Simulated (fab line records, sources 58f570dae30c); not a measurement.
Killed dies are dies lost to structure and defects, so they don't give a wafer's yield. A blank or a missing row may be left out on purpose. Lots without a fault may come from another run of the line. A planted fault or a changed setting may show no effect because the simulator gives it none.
Chamber matching | flow berkeley_cmos170 | UCB170_V1_CVD_00 on pecvd-04: 3 sister chambers
The step deposits SiO2 from TEOS/O2, target thk 2000 nm, time 250 s. 6 wafers are shown with their chamber, then 8 later ones without.

WAFERS WITH THEIR CHAMBER
wafer  | chamber | heater_power_w (W)
L950.2 | 2       | 262
L955.3 | 0       | 269
L964.1 | 1       | 274
L964.4 | 2       | 197
L964.5 | 0       | 188
L966.3 | 1       | 272

WAFERS WITHOUT THEIR CHAMBER
wafer  | heater_power_w (W)
L966.4 | 327
L966.6 | 192
L967.4 | 193
L967.5 | 335
L967.6 | 293
L972.1 | 316
L972.3 | 271
L972.5 | 237

WHICH CHAMBER EACH WENT THROUGH
wafer  | from the rows above          | in truth
L966.4 | can't be placed: 1 or 2 or 0 | 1
L966.6 | can't be placed: 0 or 2 or 1 | 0
L967.4 | can't be placed: 0 or 2 or 1 | 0
L967.5 | can't be placed: 1 or 2 or 0 | 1
L967.6 | can't be placed: 1 or 2 or 0 | 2
L972.1 | can't be placed: 1 or 2 or 0 | 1
L972.3 | can't be placed: 1 or 2 or 0 | 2
L972.5 | can't be placed: 2 or 0 or 1 | 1
Placed correctly: 0 of 8. Can't be placed from these rows: 8 (the true chamber is among the candidates in 8). Placed wrongly: 0.
How it was worked out, from the rows above alone: a wafer's distance from a chamber is the root of the sum, over the readings, of the square of ((its reading less the chamber's mean) divided by the reading's scatter). The wafer belongs to the nearest chamber; if the next one is less than 2 further off, it can't be placed. A chamber's mean is the mean of its shown wafers. The scatter: the root of (the sum of the squares of (reading less its chamber's mean) over the shown wafers, divided by (wafers less chambers)).
